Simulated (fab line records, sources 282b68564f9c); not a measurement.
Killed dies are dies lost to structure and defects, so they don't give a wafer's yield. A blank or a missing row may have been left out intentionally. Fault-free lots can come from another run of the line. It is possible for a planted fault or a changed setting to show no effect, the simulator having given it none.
Check for tools in common -- flow ritCmos -- Sampled: 16 lots, 48 wafers

## THE REASON FOR OPENING IT
4 of 16 lots carry a flag on the reading M1_OVL at RIT_M1_OVL_MEAS_10. Fault-free wafers read -0.6 nm, with a standard deviation of 1.4.
Rule: a lot is flagged when every wafer of it that has a number lies more than 4 standard deviations from that mean, or none has a number. The rest of the lots are taken to be sound.

lot,measured,on,"M1_OVL (nm), wafer by wafer",flag
L292,day 3 07:57,overlay-01,3.4 1.3 0.2,
L293,day 3 12:41,overlay-01,1.5 -0.5 1.1,
L294,day 3 17:38,overlay-02,-2.5 -0.5 0.0,
L295,day 4 01:39,overlay-01,-0.1 -0.7 0.0,
L296,day 4 03:38,overlay-02,-1.7 -2.4 -2.8,
L298,day 4 13:03,overlay-02,-0.6 1.0 0.5,
L299,day 4 17:13,overlay-01,-0.3 1.9 0.3,
L300,day 4 22:32,overlay-02,0.3 -1.2 1.0,
L303,day 5 13:02,overlay-01,-0.4 -1.1 -2.0,
L304,day 5 20:14,overlay-01,-1.2 -1.2 0.1,
L305,day 6 01:17,overlay-02,240.3 240.4 240.2,FLAGGED
L306,day 6 04:46,overlay-01,240.6 241.0 239.7,FLAGGED
L307,day 6 09:01,overlay-02,240.8 241.6 242.0,FLAGGED
L308,day 6 13:32,overlay-02,237.7 238.6 238.6,FLAGGED
L311,day 7 06:12,overlay-02,-3.0 -1.9 -0.7,
L315,day 8 03:05,overlay-02,-0.6 -0.3 1.1,
On average the flagged lots read 240.1 nm, which is +240.7 nm against the usual, or +99 or more standard deviations.

## TOOL THAT RAN EACH LOT
The record keeps 1 process step preceding the reading, out of 202 steps on the route. Read each cell as the tool, then ch plus the chambers that the sampled wafers visited, then the start.
lot,flag,RIT_M1_EXPOSE_06
L292,,"ilineStepper-02 ch 0, day 3 07:24"
L293,,"ilineStepper-01 ch 0, day 3 12:08"
L294,,"ilineStepper-01 ch 0, day 3 17:05"
L295,,"ilineStepper-02 ch 0, day 4 01:06"
L296,,"ilineStepper-01 ch 0, day 4 03:05"
L298,,"ilineStepper-01 ch 0, day 4 12:31"
L299,,"ilineStepper-02 ch 0, day 4 16:40"
L300,,"ilineStepper-02 ch 0, day 4 21:59"
L303,,"ilineStepper-02 ch 0, day 5 12:29"
L304,,"ilineStepper-01 ch 0, day 5 19:34"
L305,FLAGGED,"ilineStepper-01 ch 0, day 6 00:45"
L306,FLAGGED,"ilineStepper-01 ch 0, day 6 04:13"
L307,FLAGGED,"ilineStepper-01 ch 0, day 6 08:28"
L308,FLAGGED,"ilineStepper-01 ch 0, day 6 12:59"
L311,,"ilineStepper-02 ch 0, day 7 05:39"
L315,,"ilineStepper-02 ch 0, day 8 02:33"
These steps, and what they do:
- RIT_M1_EXPOSE_06: exposes mask M12, target cd 2600 nm.
- RIT_M1_OVL_MEAS_10

## FLAGGED AGAINST TOTAL, ONE TOOL AT A TIME (gauges that did the reading follow at the end)
step,tool,lots run,flagged,share of the flagged lots,sound lots run after its first flagged lot
RIT_M1_EXPOSE_06,ilineStepper-01,9,4,all,0
RIT_M1_EXPOSE_06,ilineStepper-02,7,0,none,-
RIT_M1_OVL_MEAS_10,overlay-01,7,1,some,0
RIT_M1_OVL_MEAS_10,overlay-02,9,3,some,"2 (L311,L315)"

## WHAT IS ALLOWED BY THE TABLE
Rows of the table that ran each flagged lot: 1, that is ilineStepper-01 at RIT_M1_EXPOSE_06.
- ilineStepper-01 at RIT_M1_EXPOSE_06 ran 9 lots, 4 of them flagged. Last sound lot L304 at day 5 19:34, first flagged lot L305 at day 6 00:45; a fault beginning in between fits.
Just one tool remains: ilineStepper-01 at RIT_M1_EXPOSE_06.

## WHAT HAD BEEN PUT IN BY THE SIMULATOR
Scanner matching overlay: ilineStepper-01, from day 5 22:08 on, at RIT_M1_EXPOSE_06. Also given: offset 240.
Struck lots among those shown: L305, L306, L307, L308. The rule given above showed the same thing.
